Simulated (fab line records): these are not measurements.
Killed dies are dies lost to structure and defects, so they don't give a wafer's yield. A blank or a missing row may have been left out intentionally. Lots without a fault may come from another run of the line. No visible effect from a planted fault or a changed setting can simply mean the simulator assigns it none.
Struck lot and sound lot, side by side :: flow berkeley-cmos170 :: 19 steps out of a route of 331
Sound: the wafers L413.1, L413.4, L413.5. Struck: wafers L405.2, L405.5, L405.6. The cause is named last.
Order at every step that has rows: each side's tool, ch and its chambers, its first start. Under that, the readings that differ: sound wafers :: struck wafers :: difference of the means :: sigmas: that difference in standard deviations of wafers without a fault.
alike: words and numbers the same on both sides, and readings whose means are apart by under 2 such deviations; not compared: readings that were withheld, readings missing a value for some wafer, numbers with overlapping values and no deviation given by the record, and bounds like >300 which may hide the same value.
Wherever a step has rows on one side only, a row that says differs or no value, or a row with sigmas, the two part there. Non-overlapping numbers with no deviation appear without sigmas and do not part them. A reading missing from all wafers of one side parts the sides only when that side holds two or more wafers.

first, 6 steps without rows for these wafers: UCB170_NVT_HMDS_00 (prime time 60 s); UCB170_NVT_COAT_01 (resist thk 900 nm); UCB170_NVT_SOFTBAKE_02 (time 60 s); UCB170_NVT_EXPOSE_03 (exposes mask PWELL, target cd 3000 nm); UCB170_NVT_PEB_04; UCB170_NVT_DEVELOP_05 (develop time 45 s).
UCB170_NVT_OVL_MEAS_06:
  sound on overlay-02, day 9 20:41; struck on overlay-02, day 8 05:53
  alike: NVT_OVL
after that, 1 step had no rows for these wafers: UCB170_NVT_IMPLANT_07.
UCB170_NVT_STRIP_08: strips in O2.
  sound on plasma-asher-01 ch 0,1, day 9 20:52; struck on plasma-asher-01 ch 0,1, day 8 06:05
  alike: drypump-motor-current-A, oes-product-au, strip-time-to-endpoint-s
  not compared: rf-hours-counter-h
UCB170_NVT_TW_MEAS_09:
  sound on film-metro-03, day 9 20:58; struck on film-metro-02, day 8 06:12
  alike: NVT_TW
then, 2 steps without rows for these wafers: UCB170_NVT_CLEAN_10 (cleans in SPM, time 600 s); UCB170_PVT_HMDS_00 (prime time 60 s).
UCB170_PVT_COAT_01: resist thk 900 nm.
  sound on litho-track-02 ch 0, day 9 23:01; struck on litho-track-02, day 8 06:36
  no value came back on the struck wafers for chill-plate-temp-C (C), dispense-pressure-kPa (kPa); on the sound wafers chill-plate-temp-C (C) reads 23.11 23.28 22.98
then, 4 steps without rows for these wafers: UCB170_PVT_SOFTBAKE_02 (time 60 s); UCB170_PVT_EXPOSE_03 (exposes mask NWELL, target cd 3000 nm); UCB170_PVT_PEB_04; UCB170_PVT_DEVELOP_05 (develop time 45 s).
UCB170_PVT_OVL_MEAS_06:
  sound on overlay-02, day 10 01:11; struck on overlay-02, day 8 07:29
reading: PVT_OVL (nm)
sound: -1 -4 9
struck: - - -
difference: no value on the struck wafers
sigmas: 
after that, 1 step had no rows for these wafers: UCB170_PVT_IMPLANT_07.

== WHERE THEY PART ==
First at UCB170_PVT_COAT_01; last, within this record, at UCB170_PVT_OVL_MEAS_06.

WHY: what had been put in by the simulator
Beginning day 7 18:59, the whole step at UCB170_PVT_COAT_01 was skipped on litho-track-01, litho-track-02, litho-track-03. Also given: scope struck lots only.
